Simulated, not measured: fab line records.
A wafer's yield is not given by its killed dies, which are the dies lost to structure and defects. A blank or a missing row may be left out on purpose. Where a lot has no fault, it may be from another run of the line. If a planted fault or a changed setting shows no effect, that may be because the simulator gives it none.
fab line records / flow rit-cmos
record lots=7 wafers=21 last-day=6
route steps=202 shown NLDD@104 PLDD@114 M1@202
lots that met no fault: taken from a fault-free run of the same line
start-h: start of the lot's first displayed wafer, in hours after the record's first day / wait-h: hours from the lot's prior step to this one / " unchanged from the row above / L1.1+2: several wafers, shown together as one row / - value missing, or start not given / * or withheld: withheld / < > ~ a bound
route shown NAME@n: a module of which the file shows steps, and the number in the route of the first / usual: mean/standard deviation taken from wafers without a fault / same: alike in all rows / chamber/n: place in a boat / sites: readings site by site / _std_site: the values' standard deviation / _edge_site: outer sites' mean less inner sites' / radius-mm: how far each site lies from the wafer's centre / mask NAME#n: copy n / behind: the tool/chamber that last shaped the wafer / hold: cause of the lot's hold/its duration in hours/its outcome / device: the transistor (n, p or np) that didn't switch / end of line: the tests these same wafers got at the end of their route / where a step has no rows: the recipe by itself / killed: dies lost to structure and defects at the first sort, not the wafer's yield / map: a wafer's dies, x killed, . not, _ none there
set.NAME: the setting as run; set.NAME@STEP: as run at that earlier step / model.NAME: the simulator's own value behind a step, which no gauge read
lots seen at some steps along the route; tables by step, rows by wafer
services: from which hour (start-h, from the record's first day; less than 0 if before it) a tool's chamber was out of use, for how many hours, and why
## steps
# step RIT_NLDD_COAT_01
# recipe resist=NOVOLAK spin-rpm=3250 resist-thk-nm=1000
# step RIT_NLDD_SOFTBAKE_02
# recipe resist=NOVOLAK temp-c=90 time-s=60
# step RIT_NLDD_EXPOSE_03
# recipe mask-id=M7 na=0.57 target-cd-nm=40700 dose-mj=250
# step RIT_NLDD_PEB_04
# recipe resist=NOVOLAK temp-c=withheld time-s=withheld
# step RIT_NLDD_DEVELOP_05
# recipe resist=NOVOLAK develop-time-s=50 dev-temp-c=23
# step RIT_NLDD_OVL_MEAS_06
# usual NLDD_OVL=-0.8/1.8
lot.wafer=L356.2 tool=overlay-01 chamber=- start-h=52.62 wait-h=- NLDD_OVL[nm]=-2.5
lot.wafer=L356.3 tool=overlay-01 chamber=- start-h=52.62 wait-h=- NLDD_OVL[nm]=-2.3
lot.wafer=L356.6 tool=overlay-01 chamber=- start-h=52.62 wait-h=- NLDD_OVL[nm]=-0.8
lot.wafer=L357.3 tool=overlay-01 chamber=- start-h=57.61 wait-h=- NLDD_OVL[nm]=-0.1
lot.wafer=L357.4 tool=overlay-01 chamber=- start-h=57.61 wait-h=- NLDD_OVL[nm]=0.9
lot.wafer=L357.6 tool=overlay-01 chamber=- start-h=57.61 wait-h=- NLDD_OVL[nm]=0.9
lot.wafer=L363.2 tool=overlay-02 chamber=- start-h=90.62 wait-h=- NLDD_OVL[nm]=-2.9
lot.wafer=L363.3 tool=overlay-02 chamber=- start-h=90.62 wait-h=- NLDD_OVL[nm]=-1.0
lot.wafer=L363.4 tool=overlay-02 chamber=- start-h=90.62 wait-h=- NLDD_OVL[nm]=-1.4
lot.wafer=L364.3 tool=overlay-02 chamber=- start-h=91.60 wait-h=- NLDD_OVL[nm]=-4.2
lot.wafer=L364.5 tool=overlay-02 chamber=- start-h=91.60 wait-h=- NLDD_OVL[nm]=-4.5
lot.wafer=L364.6 tool=overlay-02 chamber=- start-h=91.60 wait-h=- NLDD_OVL[nm]=-3.6
lot.wafer=L365.1 tool=overlay-01 chamber=- start-h=98.07 wait-h=- NLDD_OVL[nm]=-1.3
lot.wafer=L365.3 tool=overlay-01 chamber=- start-h=98.07 wait-h=- NLDD_OVL[nm]=-2.4
lot.wafer=L365.4 tool=overlay-01 chamber=- start-h=98.07 wait-h=- NLDD_OVL[nm]=-2.2
lot.wafer=L366.2 tool=overlay-01 chamber=- start-h=104.97 wait-h=- NLDD_OVL[nm]=0.6
lot.wafer=L366.3 tool=overlay-01 chamber=- start-h=104.97 wait-h=- NLDD_OVL[nm]=0.2
lot.wafer=L366.6 tool=overlay-01 chamber=- start-h=104.97 wait-h=- NLDD_OVL[nm]=0.8
lot.wafer=L373.2 tool=overlay-02 chamber=- start-h=137.53 wait-h=- NLDD_OVL[nm]=-1.5
lot.wafer=L373.3 tool=overlay-02 chamber=- start-h=137.53 wait-h=- NLDD_OVL[nm]=0.5
lot.wafer=L373.5 tool=overlay-02 chamber=- start-h=137.53 wait-h=- NLDD_OVL[nm]=-1.8
# step RIT_NLDD_HARDBAKE_07
# recipe resist=NOVOLAK temp-c=140 time-s=60
# step RIT_NLDD_IMPLANT_08
# recipe species=P energy-kev=20 dose-cm2=5e+14 tilt-deg=7
# step RIT_NLDD_STRIP_09
# recipe chemistry=O2 time-s=180 resist=NOVOLAK platen-temp-c=withheld power-w=500 pressure-mtorr=4000 o2-flow-sccm=4000
# usual drypump-motor-current-A=5.4/0.48
lot.wafer=L356.2 tool=plasma-asher-02 chamber=1 start-h=52.95 wait-h=0.1 drypump-motor-current-A=4.7 rf-hours-counter-h=26
lot.wafer=L356.3 tool=plasma-asher-02 chamber=1 start-h=52.95 wait-h=0.1 drypump-motor-current-A=4.8 rf-hours-counter-h=-
lot.wafer=L356.6 tool=plasma-asher-02 chamber=0 start-h=52.95 wait-h=0.1 drypump-motor-current-A=5.7 rf-hours-counter-h=-
lot.wafer=L357.3 tool=plasma-asher-04 chamber=0 start-h=57.99 wait-h=0.1 drypump-motor-current-A=5.9 rf-hours-counter-h=-
lot.wafer=L357.4 tool=plasma-asher-04 chamber=1 start-h=57.99 wait-h=0.1 drypump-motor-current-A=5.4 rf-hours-counter-h=-
lot.wafer=L357.6 tool=plasma-asher-04 chamber=0 start-h=57.99 wait-h=0.1 drypump-motor-current-A=5.9 rf-hours-counter-h=-
lot.wafer=L363.2 tool=plasma-asher-02 chamber=1 start-h=90.95 wait-h=0.1 drypump-motor-current-A=4.7 rf-hours-counter-h=30
lot.wafer=L363.3 tool=plasma-asher-02 chamber=0 start-h=90.95 wait-h=0.1 drypump-motor-current-A=5.7 rf-hours-counter-h=-
lot.wafer=L363.4 tool=plasma-asher-02 chamber=1 start-h=90.95 wait-h=0.1 drypump-motor-current-A=4.7 rf-hours-counter-h=-
lot.wafer=L364.3 tool=plasma-asher-04 chamber=1 start-h=91.98 wait-h=0.1 drypump-motor-current-A=5.3 rf-hours-counter-h=-
lot.wafer=L364.5 tool=plasma-asher-04 chamber=1 start-h=91.98 wait-h=0.1 drypump-motor-current-A=5.3 rf-hours-counter-h=-
lot.wafer=L364.6 tool=plasma-asher-04 chamber=0 start-h=91.98 wait-h=0.1 drypump-motor-current-A=5.9 rf-hours-counter-h=-
lot.wafer=L365.1 tool=plasma-asher-02 chamber=0 start-h=98.40 wait-h=0.1 drypump-motor-current-A=5.7 rf-hours-counter-h=31
lot.wafer=L365.3 tool=plasma-asher-02 chamber=1 start-h=98.40 wait-h=0.1 drypump-motor-current-A=4.7 rf-hours-counter-h=-
lot.wafer=L365.4 tool=plasma-asher-02 chamber=0 start-h=98.40 wait-h=0.1 drypump-motor-current-A=5.7 rf-hours-counter-h=-
lot.wafer=L366.2 tool=plasma-asher-04 chamber=0 start-h=105.30 wait-h=0.1 drypump-motor-current-A=6.0 rf-hours-counter-h=47
lot.wafer=L366.3 tool=plasma-asher-04 chamber=0 start-h=105.30 wait-h=0.1 drypump-motor-current-A=6.0 rf-hours-counter-h=-
lot.wafer=L366.6 tool=plasma-asher-04 chamber=1 start-h=105.30 wait-h=0.1 drypump-motor-current-A=5.3 rf-hours-counter-h=-
lot.wafer=L373.2 tool=plasma-asher-04 chamber=1 start-h=137.86 wait-h=0.1 drypump-motor-current-A=5.4 rf-hours-counter-h=2
lot.wafer=L373.3 tool=plasma-asher-04 chamber=1 start-h=137.86 wait-h=0.1 drypump-motor-current-A=5.4 rf-hours-counter-h=-
lot.wafer=L373.5 tool=plasma-asher-04 chamber=0 start-h=137.86 wait-h=0.1 drypump-motor-current-A=5.9 rf-hours-counter-h=-
# step RIT_NLDD_TW_MEAS_10
# usual NLDD_TW=2476/17
lot.wafer=L356.2 tool=film-metro-04 chamber=- start-h=53.13 wait-h=0.1 NLDD_TW=2454
lot.wafer=L356.3 tool=film-metro-04 chamber=- start-h=53.13 wait-h=0.1 NLDD_TW=2454
lot.wafer=L356.6 tool=film-metro-04 chamber=- start-h=53.13 wait-h=0.1 NLDD_TW=2463
lot.wafer=L357.3 tool=film-metro-02 chamber=- start-h=58.13 wait-h=0.1 NLDD_TW=2483
lot.wafer=L357.4 tool=film-metro-02 chamber=- start-h=58.13 wait-h=0.1 NLDD_TW=2478
lot.wafer=L357.6 tool=film-metro-02 chamber=- start-h=58.13 wait-h=0.1 NLDD_TW=2478
lot.wafer=L363.2 tool=film-metro-04 chamber=- start-h=91.13 wait-h=0.1 NLDD_TW=2462
lot.wafer=L363.3 tool=film-metro-04 chamber=- start-h=91.13 wait-h=0.1 NLDD_TW=2459
lot.wafer=L363.4 tool=film-metro-04 chamber=- start-h=91.13 wait-h=0.1 NLDD_TW=2447
lot.wafer=L364.3 tool=film-metro-04 chamber=- start-h=92.12 wait-h=0.1 NLDD_TW=2444
lot.wafer=L364.5 tool=film-metro-04 chamber=- start-h=92.12 wait-h=0.1 NLDD_TW=2460
lot.wafer=L364.6 tool=film-metro-04 chamber=- start-h=92.12 wait-h=0.1 NLDD_TW=2458
lot.wafer=L365.1 tool=film-metro-04 chamber=- start-h=98.58 wait-h=0.1 NLDD_TW=2476
lot.wafer=L365.3 tool=film-metro-04 chamber=- start-h=98.58 wait-h=0.1 NLDD_TW=2467
lot.wafer=L365.4 tool=film-metro-04 chamber=- start-h=98.58 wait-h=0.1 NLDD_TW=2468
lot.wafer=L366.2 tool=film-metro-01 chamber=- start-h=105.49 wait-h=0.1 NLDD_TW=2487
lot.wafer=L366.3 tool=film-metro-01 chamber=- start-h=105.49 wait-h=0.1 NLDD_TW=2471
lot.wafer=L366.6 tool=film-metro-01 chamber=- start-h=105.49 wait-h=0.1 NLDD_TW=2486
lot.wafer=L373.2 tool=film-metro-01 chamber=- start-h=138.05 wait-h=0.1 NLDD_TW=2510
lot.wafer=L373.3 tool=film-metro-01 chamber=- start-h=138.05 wait-h=0.1 NLDD_TW=2492
lot.wafer=L373.5 tool=film-metro-01 chamber=- start-h=138.05 wait-h=0.1 NLDD_TW=2499
# step RIT_PLDD_HMDS_00
# recipe prime-time-s=60 prime-temp-c=140
# step RIT_PLDD_COAT_01
# recipe resist=NOVOLAK spin-rpm=3250 resist-thk-nm=1000
# step RIT_PLDD_SOFTBAKE_02
# recipe resist=NOVOLAK temp-c=90 time-s=60
# usual chill-plate-temp-C=23.03/0.099 run-length-s=89.06/0.25
lot.wafer=L356.2 tool=litho-track-03 chamber=0 start-h=53.51 wait-h=0.1 chill-plate-temp-C=23.05 run-length-s=89.24
lot.wafer=L356.3 tool=litho-track-03 chamber=0 start-h=53.51 wait-h=0.1 chill-plate-temp-C=23.06 run-length-s=89.37
lot.wafer=L356.6 tool=litho-track-03 chamber=0 start-h=53.51 wait-h=0.1 chill-plate-temp-C=23.04 run-length-s=89.33
lot.wafer=L357.3 tool=litho-track-02 chamber=0 start-h=58.52 wait-h=0.1 chill-plate-temp-C=23.05 run-length-s=88.66
lot.wafer=L357.4 tool=litho-track-02 chamber=0 start-h=58.52 wait-h=0.1 chill-plate-temp-C=22.91 run-length-s=88.65
lot.wafer=L357.6 tool=litho-track-02 chamber=0 start-h=58.52 wait-h=0.1 chill-plate-temp-C=23.14 run-length-s=88.76
lot.wafer=L363.2 tool=litho-track-01 chamber=0 start-h=91.51 wait-h=0.1 chill-plate-temp-C=23.06 run-length-s=88.77
lot.wafer=L363.3 tool=litho-track-01 chamber=0 start-h=91.51 wait-h=0.1 chill-plate-temp-C=23.16 run-length-s=88.91
lot.wafer=L363.4 tool=litho-track-01 chamber=0 start-h=91.51 wait-h=0.1 chill-plate-temp-C=23.09 run-length-s=89.12
lot.wafer=L364.3 tool=litho-track-03 chamber=0 start-h=92.51 wait-h=0.1 chill-plate-temp-C=23.03 run-length-s=101.41
lot.wafer=L364.5 tool=litho-track-03 chamber=0 start-h=92.51 wait-h=0.1 chill-plate-temp-C=22.93 run-length-s=101.53
lot.wafer=L364.6 tool=litho-track-03 chamber=0 start-h=92.51 wait-h=0.1 chill-plate-temp-C=22.90 run-length-s=101.36
lot.wafer=L365.1 tool=litho-track-03 chamber=0 start-h=99.04 wait-h=0.1 chill-plate-temp-C=23.14 run-length-s=101.45
lot.wafer=L365.3 tool=litho-track-03 chamber=0 start-h=99.04 wait-h=0.1 chill-plate-temp-C=23.10 run-length-s=101.35
lot.wafer=L365.4 tool=litho-track-03 chamber=0 start-h=99.04 wait-h=0.1 chill-plate-temp-C=22.96 run-length-s=101.48
lot.wafer=L366.2 tool=litho-track-03 chamber=0 start-h=105.86 wait-h=0.1 chill-plate-temp-C=23.31 run-length-s=101.41
lot.wafer=L366.3 tool=litho-track-03 chamber=0 start-h=105.86 wait-h=0.1 chill-plate-temp-C=23.14 run-length-s=101.83
lot.wafer=L366.6 tool=litho-track-03 chamber=0 start-h=105.86 wait-h=0.1 chill-plate-temp-C=23.13 run-length-s=101.54
lot.wafer=L373.2 tool=litho-track-01 chamber=0 start-h=138.42 wait-h=0.1 chill-plate-temp-C=23.01 run-length-s=88.90
lot.wafer=L373.3 tool=litho-track-01 chamber=0 start-h=138.42 wait-h=0.1 chill-plate-temp-C=23.14 run-length-s=88.78
lot.wafer=L373.5 tool=litho-track-01 chamber=0 start-h=138.42 wait-h=0.1 chill-plate-temp-C=23.11 run-length-s=88.75
# step RIT_PLDD_EXPOSE_03
# recipe mask-id=M8 na=0.57 target-cd-nm=40900 dose-mj=250
# step RIT_M1_PROBE_99
# usual killed_at_M0_to_M3=0.0/0.22 killed-at-contacts=0.0/0.18 killed-at-front-end=7/3.1 killed-dies=7/3.1 killed-open=3.2/2.1 killed-short=3.4/2
# same gross-dies=264 killed_at_M4_up=0 killed-at-back-side=0 killed-at-other=0
lot.wafer=L356.2 tool=prober-02 chamber=- start-h=68.31 wait-h=0.1 killed_at_M0_to_M3=0 killed-at-contacts=1 killed-at-front-end=4 killed-dies=5 killed-open=2 killed-short=3
lot.wafer=L356.3 tool=prober-02 chamber=- start-h=68.36 wait-h=0.2 killed_at_M0_to_M3=0 killed-at-contacts=0 killed-at-front-end=8 killed-dies=8 killed-open=4 killed-short=4
lot.wafer=L356.6 tool=prober-02 chamber=- start-h=68.51 wait-h=0.2 killed_at_M0_to_M3=0 killed-at-contacts=0 killed-at-front-end=5 killed-dies=5 killed-open=1 killed-short=4
lot.wafer=L357.3 tool=prober-01 chamber=- start-h=73.58 wait-h=0.2 killed_at_M0_to_M3=0 killed-at-contacts=0 killed-at-front-end=6 killed-dies=6 killed-open=2 killed-short=4
lot.wafer=L357.4 tool=prober-01 chamber=- start-h=73.63 wait-h=0.2 killed_at_M0_to_M3=0 killed-at-contacts=0 killed-at-front-end=8 killed-dies=8 killed-open=3 killed-short=5
lot.wafer=L357.6 tool=prober-01 chamber=- start-h=73.73 wait-h=0.2 killed_at_M0_to_M3=0 killed-at-contacts=0 killed-at-front-end=8 killed-dies=8 killed-open=2 killed-short=6
lot.wafer=L363.2 tool=prober-01 chamber=- start-h=107.70 wait-h=0.1 killed_at_M0_to_M3=1 killed-at-contacts=0 killed-at-front-end=4 killed-dies=5 killed-open=2 killed-short=3
lot.wafer=L363.3 tool=prober-01 chamber=- start-h=107.75 wait-h=0.2 killed_at_M0_to_M3=0 killed-at-contacts=0 killed-at-front-end=10 killed-dies=10 killed-open=7 killed-short=3
lot.wafer=L363.4 tool=prober-01 chamber=- start-h=107.80 wait-h=0.2 killed_at_M0_to_M3=0 killed-at-contacts=0 killed-at-front-end=16 killed-dies=16 killed-open=8 killed-short=8
lot.wafer=L364.3 tool=prober-02 chamber=- start-h=108.77 wait-h=0.2 killed_at_M0_to_M3=0 killed-at-contacts=0 killed-at-front-end=3 killed-dies=3 killed-open=0 killed-short=3
lot.wafer=L364.5 tool=prober-02 chamber=- start-h=108.87 wait-h=0.2 killed_at_M0_to_M3=0 killed-at-contacts=0 killed-at-front-end=3 killed-dies=3 killed-open=0 killed-short=3
lot.wafer=L364.6 tool=prober-02 chamber=- start-h=108.92 wait-h=0.2 killed_at_M0_to_M3=0 killed-at-contacts=0 killed-at-front-end=4 killed-dies=4 killed-open=1 killed-short=3
lot.wafer=L365.1 tool=prober-01 chamber=- start-h=113.71 wait-h=0.1 killed_at_M0_to_M3=0 killed-at-contacts=0 killed-at-front-end=7 killed-dies=7 killed-open=4 killed-short=3
lot.wafer=L365.3 tool=prober-01 chamber=- start-h=113.81 wait-h=0.2 killed_at_M0_to_M3=0 killed-at-contacts=0 killed-at-front-end=5 killed-dies=5 killed-open=3 killed-short=2
lot.wafer=L365.4 tool=prober-01 chamber=- start-h=113.86 wait-h=0.2 killed_at_M0_to_M3=0 killed-at-contacts=0 killed-at-front-end=6 killed-dies=6 killed-open=0 killed-short=6
lot.wafer=L366.2 tool=prober-02 chamber=- start-h=120.77 wait-h=0.1 killed_at_M0_to_M3=0 killed-at-contacts=0 killed-at-front-end=11 killed-dies=11 killed-open=9 killed-short=2
lot.wafer=L366.3 tool=prober-02 chamber=- start-h=120.82 wait-h=0.2 killed_at_M0_to_M3=0 killed-at-contacts=0 killed-at-front-end=4 killed-dies=4 killed-open=2 killed-short=2
lot.wafer=L366.6 tool=prober-02 chamber=- start-h=120.97 wait-h=0.2 killed_at_M0_to_M3=0 killed-at-contacts=0 killed-at-front-end=5 killed-dies=5 killed-open=4 killed-short=1
lot.wafer=L373.2 tool=prober-02 chamber=- start-h=153.52 wait-h=0.1 killed_at_M0_to_M3=0 killed-at-contacts=0 killed-at-front-end=9 killed-dies=9 killed-open=3 killed-short=6
lot.wafer=L373.3 tool=prober-02 chamber=- start-h=153.57 wait-h=0.2 killed_at_M0_to_M3=0 killed-at-contacts=0 killed-at-front-end=2 killed-dies=2 killed-open=2 killed-short=0
lot.wafer=L373.5 tool=prober-02 chamber=- start-h=153.67 wait-h=0.2 killed_at_M0_to_M3=0 killed-at-contacts=0 killed-at-front-end=13 killed-dies=13 killed-open=9 killed-short=4
# killed by level:class
L356.2 FOX2:geometric-particle:short=2 GATE:geometric-particle:short=1 SPACER:geometric-particle:open=1 CONTACT:geometric-particle:open=1
L356.3 FOX1:geometric-particle:open=2 FOX1:geometric-particle:short=1 GATE:geometric-particle:short=1 REOX:geometric-particle:open=1 REOX:geometric-particle:short=1 SPACER:geometric-particle:open=1 SILICIDE:geometric-particle:short=1
L356.6 GATE:geometric-particle:open=1 GATE:geometric-particle:short=1 REOX:geometric-particle:short=1 SPACER:geometric-particle:short=1 SILICIDE:geometric-particle:short=1
L357.3 GATE:geometric-particle:short=2 FOX1:geometric-particle:open=1 FOX1:geometric-particle:short=1 REOX:geometric-particle:short=1 REOX:geometric-particle:open=1
L357.4 GATE:geometric-particle:short=2 GATE:geometric-particle:open=2 FOX1:geometric-particle:short=1 FOX2:geometric-particle:short=1 FOX2:geometric-particle:open=1 REOX:geometric-particle:short=1
L357.6 GATE:geometric-particle:short=4 REOX:geometric-particle:short=2 FOX2:geometric-particle:open=1 REOX:geometric-particle:open=1
L363.2 FOX1:geometric-particle:open=1 GATE:geometric-particle:short=1 REOX:geometric-particle:short=1 REOX:geometric-particle:open=1 M1:geometric-particle:short=1
L363.3 GATE:geometric-particle:open=4 FOX1:geometric-particle:open=3 FOX1:geometric-particle:short=1 GATE:geometric-particle:short=1 SILICIDE:geometric-particle:short=1
L363.4 GATE:geometric-particle:short=5 GATE:geometric-particle:open=5 REOX:geometric-particle:short=2 FOX2:geometric-particle:open=1 REOX:geometric-particle:open=1 SPACER:geometric-particle:short=1 SILICIDE:geometric-particle:open=1
L364.3 FOX1:geometric-particle:short=1 GATE:geometric-particle:short=1 SILICIDE:geometric-particle:short=1
L364.5 SPACER:geometric-particle:short=2 FOX1:geometric-particle:short=1
L364.6 SPACER:geometric-particle:short=2 REOX:geometric-particle:open=1 REOX:geometric-particle:short=1
L365.1 REOX:geometric-particle:open=2 GATE:geometric-particle:short=1 GATE:geometric-particle:open=1 SPACER:geometric-particle:short=1 SPACER:geometric-particle:open=1 SILICIDE:geometric-particle:short=1
L365.3 GATE:geometric-particle:open=3 REOX:geometric-particle:short=2
L365.4 FOX2:geometric-particle:short=2 GATE:geometric-particle:short=2 REOX:geometric-particle:short=1 SPACER:geometric-particle:short=1
L366.2 GATE:geometric-particle:open=3 FOX1:geometric-particle:open=2 SPACER:geometric-particle:open=2 FOX2:geometric-particle:open=1 REOX:geometric-particle:short=1 REOX:geometric-particle:open=1 SPACER:geometric-particle:short=1
L366.3 FOX1:geometric-particle:open=2 FOX1:geometric-particle:short=2
L366.6 GATE:geometric-particle:open=2 GATE:geometric-particle:short=1 SPACER:geometric-particle:open=1 SILICIDE:geometric-particle:open=1
L373.2 GATE:geometric-particle:short=3 GATE:geometric-particle:open=3 REOX:geometric-particle:short=1 SPACER:geometric-particle:short=1 SILICIDE:geometric-particle:short=1
L373.3 GATE:geometric-particle:open=2
L373.5 SPACER:geometric-particle:open=3 FOX1:geometric-particle:short=2 GATE:geometric-particle:open=2 REOX:geometric-particle:open=2 FOX1:geometric-particle:open=1 FOX2:geometric-particle:open=1 GATE:geometric-particle:short=1 REOX:geometric-particle:short=1
## services
tool=plasma-asher-04 chamber=- start-h=108.75 hours=9.0 kind=pm
tool=plasma-asher-04 chamber=0 start-h=108.75 hours=9.0 kind=vent-cycle
tool=plasma-asher-04 chamber=1 start-h=108.75 hours=9.0 kind=vent-cycle
tool=plasma-asher-02 chamber=- start-h=112.24 hours=1.4 kind=repair
tool=plasma-asher-04 chamber=0 start-h=117.75 hours=- kind=clean
tool=plasma-asher-04 chamber=1 start-h=117.75 hours=- kind=clean
tool=plasma-asher-02 chamber=- start-h=136.57 hours=2.0 kind=repair
## key
first-sign step=RIT_PLDD_SOFTBAKE_02 reading=run-length-s direction=up sigmas=49 usual=* struck=*
effect none on later readings
met-at RIT_PLDD_SOFTBAKE_02
struck-wafers L364.3,L364.5,L364.6,L365.1,L365.3,L365.4,L366.2,L366.3,L366.6
tester-left-out L364,L365,L366
onset-between 53.51 92.51
fault kind=process-parameter-drift tool=litho-track-03 chamber=- onset-h=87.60 steps=RIT_PLDD_SOFTBAKE_02 channel=time-s offset=* shape=step end-h=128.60 acts-in=* stated=*
# tester-left-out: of these lots the tester's yield and bins aren't shown, on N5 and GAA mostly nor the transistor test; their killed dies are dies lost to structure and defects alone, not to doping, threshold or leakage, so they don't give the yield
